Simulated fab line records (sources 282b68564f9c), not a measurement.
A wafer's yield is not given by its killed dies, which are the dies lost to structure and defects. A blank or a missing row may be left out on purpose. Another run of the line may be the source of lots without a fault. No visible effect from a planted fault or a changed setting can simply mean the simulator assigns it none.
Check of tool commonality | flow ritCmos | 14 lots and 42 wafers in the sample

## WHY THIS WAS OPENED
At RIT_REOX_THK_MEAS_04 the reading REOX_OXIDE_THK is flagged on 2 of 14 lots. Fault-free wafers read 25.1 nm, with a standard deviation of 0.56.
Rule: a lot is flagged when every wafer of it that has a number lies more than 4 standard deviations from that mean, or none has a number. The other lots count as sound.

lot  | measured    | on           | REOX_OXIDE_THK (nm), wafer by wafer | flag
L186 | day 2 21:59 | filmMetro-03 | 24.5 24.9 25.0                      | 
L187 | day 3 01:55 | filmMetro-03 | 24.1 24.3 23.9                      | 
L188 | day 3 09:34 | filmMetro-01 | 24.4 24.6 24.5                      | 
L189 | day 3 16:41 | filmMetro-02 | 24.9 25.1 24.9                      | 
L191 | day 4 00:29 | filmMetro-02 | 24.2 25.1 24.6                      | 
L193 | day 4 14:22 | filmMetro-02 | 26.0 26.1 26.1                      | 
L194 | day 4 20:14 | filmMetro-02 | 24.3 24.2 24.5                      | 
L196 | day 5 05:41 | filmMetro-03 | 25.2 25.5 24.8                      | 
L198 | day 5 10:50 | filmMetro-03 | 24.1 24.4 24.8                      | 
L201 | day 6 01:38 | filmMetro-02 | 28.3 28.3 27.9                      | FLAGGED
L204 | day 6 16:28 | filmMetro-01 | 25.5 25.4 25.6                      | 
L206 | day 7 01:26 | filmMetro-03 | 27.7 27.9 27.7                      | FLAGGED
L207 | day 7 07:41 | filmMetro-01 | 25.4 26.0 25.5                      | 
L208 | day 7 11:44 | filmMetro-01 | 24.5 24.8 24.5                      | 
Average over the flagged lots: 28.0 nm; offset from the usual +2.9 nm, equal to +5 standard deviations.

## EACH LOT AND THE TOOL IT RAN ON
The record keeps 1 process step preceding the reading, out of 202 steps on the route. Read each cell as the tool, then ch plus the chambers that the sampled wafers visited, then the start.
lot  | flag    | RIT_REOX_OXIDATION_03
L186 |         | furnace-03 ch 0, day 2 19:26
L187 |         | furnace-02 ch 0, day 2 23:21
L188 |         | furnace-03 ch 0, day 3 07:01
L189 |         | furnace-01 ch 0, day 3 14:08
L191 |         | furnace-03 ch 0, day 3 21:55
L193 |         | furnace-01 ch 0, day 4 11:49
L194 |         | furnace-03 ch 0, day 4 17:41
L196 |         | furnace-02 ch 0, day 5 03:06
L198 |         | furnace-03 ch 0, day 5 08:17
L201 | FLAGGED | furnace-01 ch 0, day 5 23:05
L204 |         | furnace-03 ch 0, day 6 13:55
L206 | FLAGGED | furnace-01 ch 0, day 6 22:53
L207 |         | furnace-03 ch 0, day 7 05:08
L208 |         | furnace-03 ch 0, day 7 09:11
What is done by these steps:
- RIT_REOX_OXIDATION_03: target thk 25.2 nm, ox time 5580 s.
- RIT_REOX_THK_MEAS_04

## FLAGGED OVER TOTAL, TOOL BY TOOL (the gauges that took the reading come last)
step                  | tool         | lots run | flagged | share of the flagged lots | sound lots run after its first flagged lot
RIT_REOX_OXIDATION_03 | furnace-01   | 4        | 2       | all                       | 0
RIT_REOX_OXIDATION_03 | furnace-02   | 2        | 0       | none                      | -
RIT_REOX_OXIDATION_03 | furnace-03   | 8        | 0       | none                      | -
RIT_REOX_THK_MEAS_04  | filmMetro-01 | 4        | 0       | none                      | -
RIT_REOX_THK_MEAS_04  | filmMetro-02 | 5        | 1       | some                      | 0
RIT_REOX_THK_MEAS_04  | filmMetro-03 | 5        | 1       | some                      | 0

## WHAT THE TABLE PERMITS
All flagged lots share 1 row of the table, namely furnace-01 at RIT_REOX_OXIDATION_03.
- furnace-01 at RIT_REOX_OXIDATION_03: 2 of its 4 lots flagged. It ran its last sound lot, L193, at day 4 11:49 and its first flagged lot, L201, at day 5 23:05: a fault with its onset between the two fits.
One tool is left: furnace-01 at RIT_REOX_OXIDATION_03.

## WHAT THE SIMULATOR HAD INSERTED
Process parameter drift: furnace-01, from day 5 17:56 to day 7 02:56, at RIT_REOX_OXIDATION_03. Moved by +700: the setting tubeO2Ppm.
Lots struck among those shown: L201, L206. This agrees with what the rule above found.
